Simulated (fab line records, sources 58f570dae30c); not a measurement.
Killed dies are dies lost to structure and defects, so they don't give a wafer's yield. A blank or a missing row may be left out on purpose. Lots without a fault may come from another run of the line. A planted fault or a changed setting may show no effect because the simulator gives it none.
Which tool did it? | flow berkeley_cmos170 | 14 lots, 42 wafers sampled, at 2 steps of a route of 331

WHAT THE GAUGES READ, wafer by wafer
The record holds no reading of a measuring or inspecting step that can be judged against a usual standard deviation.

WHICH TOOL RAN EACH LOT (tool, then ch and the chambers of the sampled wafers, then the start)
lot  | UCB170_NSD_STRIP_09                  | UCB170_BACKSIDE_STRIP_03
L363 | plasma_asher-03 ch 0,1, day 6 16:05  | plasma_asher-04 ch 0,1, day 6 17:13
L362 | plasma_asher-04 ch 0,1, day 6 16:37  | plasma_asher-04 ch 0,1, day 6 17:38
L364 | plasma_asher-02 ch 0,1, day 6 18:59  | plasma_asher-04 ch 0,1, day 6 19:47
L365 | plasma_asher-02 ch 0,1, day 6 19:32  | plasma_asher-04 ch 1, day 6 20:33
L366 | plasma_asher-04 ch 0,1, day 7 06:29  | plasma_asher-01 ch 0,1, day 7 07:18
L368 | plasma_asher-03 ch 0,1, day 7 06:43  | plasma_asher-03 ch 0,1, day 7 07:43
L372 | plasma_asher-02 ch 0,1, day 8 13:57  | plasma_asher-01 ch 0,1, day 8 14:51
L378 | plasma_asher-03 ch 0,1, day 9 17:53  | plasma_asher-03 ch 1, day 9 18:55
L377 | plasma_asher-02 ch 0,1, day 9 18:34  | plasma_asher-01 ch 0,1, day 9 19:33
L380 | plasma_asher-03 ch 0,1, day 10 07:16 | plasma_asher-03 ch 0,1, day 10 08:03
L381 | plasma_asher-04 ch 0,1, day 10 17:32 | plasma_asher-01 ch 0,1, day 10 18:19
L382 | plasma_asher-03 ch 0,1, day 10 17:53 | plasma_asher-04 ch 0,1, day 10 18:46
L383 | plasma_asher-04 ch 0,1, day 10 21:31 | plasma_asher-03 ch 0,1, day 10 22:19
L385 | plasma_asher-04 ch 0,1, day 11 13:59 | plasma_asher-04 ch 0,1, day 11 15:02
- UCB170_NSD_STRIP_09: strips in O2.
- UCB170_BACKSIDE_STRIP_03: strips in O2.

WHAT THE TOOLS THEMSELVES READ (means of the sampled wafers that have a number; where no wafer has one, the mark that the record gives instead)
UCB170_NSD_STRIP_09. Usual: chamber_pressure_mTorr 3500.0 mTorr, standard deviation 2.9; drypump_motor_current_A 5.6 A, standard deviation 0.33; oes_product_au 0.534 a.u., standard deviation 0.0048; strip_time_to_endpoint_s 35.84 s, standard deviation 0.079.
lot  | tool            | chamber_pressure_mTorr (mTorr) | drypump_motor_current_A (A) | oes_product_au (a.u.) | strip_time_to_endpoint_s (s) | flag
L363 | plasma_asher-03 | 3499.9                         | 5.6                         | 0.536                 | 35.82                        |
L362 | plasma_asher-04 | 3501.4                         | 5.9                         | 0.529                 | 35.93                        |
L364 | plasma_asher-02 | 3499.4                         | 5.4                         | 0.534                 | 35.76                        |
L365 | plasma_asher-02 | 3498.8                         | 5.4                         | 0.538                 | 35.83                        |
L366 | plasma_asher-04 | -                              | -                           | -                     | -                            | OFF
L368 | plasma_asher-03 | -                              | -                           | -                     | -                            | OFF
L372 | plasma_asher-02 | 3497.4                         | 5.4                         | 0.533                 | 35.76                        |
L378 | plasma_asher-03 | 3502.6                         | 5.6                         | 0.531                 | 35.72                        |
L377 | plasma_asher-02 | 3501.7                         | 5.4                         | 0.534                 | 35.88                        |
L380 | plasma_asher-03 | 3498.9                         | 5.6                         | 0.530                 | 35.83                        |
L381 | plasma_asher-04 | 3499.0                         | 5.6                         | 0.531                 | 35.81                        |
L382 | plasma_asher-03 | 3503.5                         | 5.5                         | 0.531                 | 35.85                        |
L383 | plasma_asher-04 | 3500.5                         | 5.9                         | 0.531                 | 35.83                        |
L385 | plasma_asher-04 | 3500.1                         | 5.9                         | 0.537                 | 35.85                        |

UCB170_BACKSIDE_STRIP_03. Usual: chamber_pressure_mTorr 3500 mTorr, standard deviation 3.2; drypump_motor_current_A 5.7 A, standard deviation 0.3; oes_product_au 0.735 a.u., standard deviation 0.0045; strip_time_to_endpoint_s 22.01 s, standard deviation 0.06.
lot  | tool            | chamber_pressure_mTorr (mTorr) | drypump_motor_current_A (A) | oes_product_au (a.u.) | strip_time_to_endpoint_s (s) | flag
L363 | plasma_asher-04 | 3501                           | 5.6                         | 0.734                 | 21.97                        |
L362 | plasma_asher-04 | 3498                           | 5.6                         | 0.738                 | 22.09                        |
L364 | plasma_asher-04 | 3498                           | 5.9                         | 0.735                 | 22.08                        |
L365 | plasma_asher-04 | 3499                           | 6.2                         | 0.731                 | 22.02                        |
L366 | plasma_asher-01 | 3504                           | 5.6                         | 0.738                 | 48.21                        | OFF
L368 | plasma_asher-03 | 3498                           | 5.6                         | 0.736                 | 48.35                        | OFF
L372 | plasma_asher-01 | 3499                           | 5.6                         | 0.733                 | 21.94                        |
L378 | plasma_asher-03 | 3500                           | 5.6                         | 0.737                 | 22.00                        |
L377 | plasma_asher-01 | 3498                           | 5.6                         | 0.733                 | 22.04                        |
L380 | plasma_asher-03 | 3500                           | 5.6                         | 0.737                 | 22.02                        |
L381 | plasma_asher-01 | 3500                           | 5.6                         | 0.736                 | 21.95                        |
L382 | plasma_asher-04 | 3501                           | 5.6                         | 0.730                 | 22.00                        |
L383 | plasma_asher-03 | 3498                           | 5.6                         | 0.738                 | 22.00                        |
L385 | plasma_asher-04 | 3500                           | 5.6                         | 0.735                 | 22.09                        |

THE ANSWER, worked out from the rows above alone
Rule: a lot is off if the mean of its wafers that have a number lies more than 3 standard deviations from the usual mean. A lot without any number at a reading at which 4 lots or more have one is off too. The other lots that the step has rows for count as sound. The gauges are gone through in route order, then the tools' own readings, and for those a lot's mean is taken as printed above. The first step at which some lot is off is used, and at that step the reading that is off furthest; a lot without a number counts as furthest.
Off: L366, L368, at UCB170_NSD_STRIP_09 (chamber_pressure_mTorr). Without a number there: L366, L368.
A tool fits if, at that step or a process step before it, it ran every lot that is off, and no sound lot after the first of them. None of those tried fits.

WHAT THE SIMULATOR HAD PUT IN
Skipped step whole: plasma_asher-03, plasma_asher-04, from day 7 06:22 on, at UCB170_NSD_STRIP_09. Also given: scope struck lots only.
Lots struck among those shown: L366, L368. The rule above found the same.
